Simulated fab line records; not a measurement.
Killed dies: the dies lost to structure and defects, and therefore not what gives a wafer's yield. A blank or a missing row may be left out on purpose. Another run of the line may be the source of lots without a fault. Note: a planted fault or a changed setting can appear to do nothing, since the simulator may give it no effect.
Which tool did it? :: flow rit_cmos :: 14 lots (42 wafers sampled), 1 step of a 202-step route

WHAT THE GAUGES SHOWED, per wafer
RIT_GATE_CD_MEAS_16 targets a cd of 150 nm. Usual: 149 nm for cd_nm, sd 3.1.
lot: L641
measured: day 2 14:11
on: cd_sem-02
cd_nm (nm): 150 148 147
flag: 

lot: L642
measured: day 2 22:59
on: cd_sem-01
cd_nm (nm): 153 150 152
flag: 

lot: L643
measured: day 3 00:51
on: cd_sem-01
cd_nm (nm): 145 148 147
flag: 

lot: L644
measured: day 3 04:52
on: cd_sem-01
cd_nm (nm): 149 151 149
flag: 

lot: L645
measured: day 3 11:24
on: cd_sem-01
cd_nm (nm): 149 150 150
flag: 

lot: L646
measured: day 3 19:10
on: cd_sem-02
cd_nm (nm): 150 149 150
flag: 

lot: L647
measured: day 3 23:11
on: cd_sem-02
cd_nm (nm): 150 150 150
flag: 

lot: L653
measured: day 5 07:58
on: cd_sem-02
cd_nm (nm): 146 149 146
flag: 

lot: L658
measured: day 6 07:34
on: cd_sem-02
cd_nm (nm): 145 148 148
flag: 

lot: L659
measured: day 6 11:01
on: cd_sem-01
cd_nm (nm): 146 147 149
flag: 

lot: L660
measured: day 6 12:29
on: cd_sem-01
cd_nm (nm): 149 152 151
flag: 

lot: L662
measured: day 7 03:18
on: cd_sem-01
cd_nm (nm): 152 149 150
flag: 

lot: L663
measured: day 7 08:01
on: cd_sem-01
cd_nm (nm): 148 148 147
flag: 

lot: L664
measured: day 7 12:08
on: cd_sem-02
cd_nm (nm): 151 150 149
flag: 

TOOL THAT RAN EACH LOT (tool first, then ch and the chambers of the sampled wafers, then the start)
No process step before these readings appears in the record.

WHAT THE TOOLS THEMSELVES READ (means of the sampled wafers that have a number; where no wafer has one, the mark that the record gives instead)
The record holds no such reading with a usual standard deviation.

THE ANSWER, worked out from the rows above alone
Rule: lot off if the mean of its wafers having a number is beyond 3 standard deviations from the usual mean. Also off: a lot with no number at a reading for which 4 or more lots have one. Where the step has rows for the other lots, those lots are counted as sound. After the gauges, taken in route order, come the tools' own readings; for these a lot's mean is taken, as printed above. The first step at which some lot is off is used, and at that step the reading that is off furthest; a lot without a number counts as furthest.
No lot is off on any of the readings shown, so nothing can be concluded from this.

WHAT THE SIMULATOR HAD INSERTED
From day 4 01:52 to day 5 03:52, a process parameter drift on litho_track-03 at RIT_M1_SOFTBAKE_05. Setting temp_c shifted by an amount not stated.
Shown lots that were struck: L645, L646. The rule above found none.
